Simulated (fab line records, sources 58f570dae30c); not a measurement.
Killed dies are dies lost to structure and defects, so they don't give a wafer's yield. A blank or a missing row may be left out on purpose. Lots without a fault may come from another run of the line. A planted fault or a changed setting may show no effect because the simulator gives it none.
Which tool did it? | flow berkeley_cmos170 | 13 lots, 39 wafers sampled, at 3 steps of a route of 331

WHAT THE GAUGES READ, wafer by wafer
UCB170_M2_CD_MEAS_15: target cd 700 nm.
lot  | measured     | on        | cd_nm (nm)
L688 | day 8 01:08  | cd_sem-02 | 701.2 700.0 700.6
L691 | day 9 04:13  | cd_sem-01 | 699.2 699.1 699.5
L692 | day 9 06:17  | cd_sem-01 | 699.4 700.6 698.3
L694 | day 10 02:52 | cd_sem-02 | 699.9 700.2 700.7
L696 | day 10 03:38 | cd_sem-02 | 697.0 696.9 697.2
L698 | day 10 12:41 | cd_sem-02 | 700.9 701.9 701.5
L700 | day 11 11:49 | cd_sem-01 | 697.6 697.0 699.1
L701 | day 11 11:18 | cd_sem-02 | 700.5 699.9 699.7
L702 | day 11 16:19 | cd_sem-02 | 700.6 699.5 698.9
L705 | day 11 14:48 | cd_sem-02 | 699.9 699.2 700.6
L707 | day 12 07:31 | cd_sem-01 | 700.0 699.5 699.1
L709 | day 12 15:39 | cd_sem-02 | 700.4 699.5 699.8
L710 | day 12 20:53 | cd_sem-01 | 699.1 699.5 699.4

UCB170_V2_BOW_MEAS_03.
lot  | measured     | on            | V2_BOW (um)
L688 | day 8 02:16  | film_metro-02 | 34 43 30
L691 | day 9 05:20  | film_metro-02 | 39 39 24
L692 | day 9 07:29  | film_metro-04 | 48 40 38
L694 | day 10 04:00 | film_metro-01 | 38 35 45
L696 | day 10 04:53 | film_metro-01 | 40 36 28
L698 | day 10 15:13 | film_metro-04 | 26 24 32
L700 | day 11 12:57 | film_metro-01 | 28 39 44
L701 | day 11 12:25 | film_metro-01 | 32 29 39
L702 | day 11 17:31 | film_metro-04 | 34 39 41
L705 | day 11 15:56 | film_metro-01 | 38 38 38
L707 | day 12 08:50 | film_metro-02 | 27 34 41
L709 | day 12 16:46 | film_metro-02 | 32 38 42
L710 | day 12 22:00 | film_metro-01 | 44 35 27

WHICH TOOL RAN EACH LOT (tool, then ch and the chambers of the sampled wafers, then the start)
lot  | UCB170_PWELL_CLEAN_01
L688 | wet_bench-01 ch 2, day 2 19:38
L691 | wet_bench-04 ch 2, day 3 16:47
L692 | wet_bench-01 ch 3, day 3 19:02
L694 | wet_bench-04 ch 1, day 4 10:07
L696 | wet_bench-04 ch 3, day 4 10:07
L698 | wet_bench-04 ch 0, day 4 22:46
L700 | wet_bench-01 ch 2, day 5 16:18
L701 | wet_bench-03 ch 3, day 5 17:49
L702 | wet_bench-03 ch 1, day 5 20:32
L705 | wet_bench-03 ch 3, day 6 04:20
L707 | wet_bench-03 ch 3, day 6 20:29
L709 | wet_bench-01 ch 3, day 7 07:27
L710 | wet_bench-01 ch 2, day 7 08:23
- UCB170_PWELL_CLEAN_01: cleans in dHF, time 60 s.

WHAT THE TOOLS THEMSELVES READ (means of the sampled wafers that have a number; where no wafer has one, the mark that the record gives instead)
The record holds no such reading with a usual standard deviation.

THE ANSWER, worked out from the rows above alone
Rule: what is usual is taken from the lots themselves. Put in order of their means at a reading, lots are off if they are a third of the lots or fewer, leave a main group of 4 or more, and stand apart from it by a gap of 3 or more times the standard deviation of the main group's means; of several such gaps the widest counts. A main group whose means are all the same, to the digits that the tables above print for the reading, isn't used. A lot without any number at a reading at which 4 lots or more have one is off too. The other lots that the step has rows for count as sound. The gauges are gone through in route order, then the tools' own readings, and for those a lot's mean is taken as printed above. The first step at which some lot is off is used, and at that step the reading that is off furthest; a lot without a number counts as furthest.
No lot is off at any reading shown: from this, nothing can be told.

WHAT THE SIMULATOR HAD PUT IN
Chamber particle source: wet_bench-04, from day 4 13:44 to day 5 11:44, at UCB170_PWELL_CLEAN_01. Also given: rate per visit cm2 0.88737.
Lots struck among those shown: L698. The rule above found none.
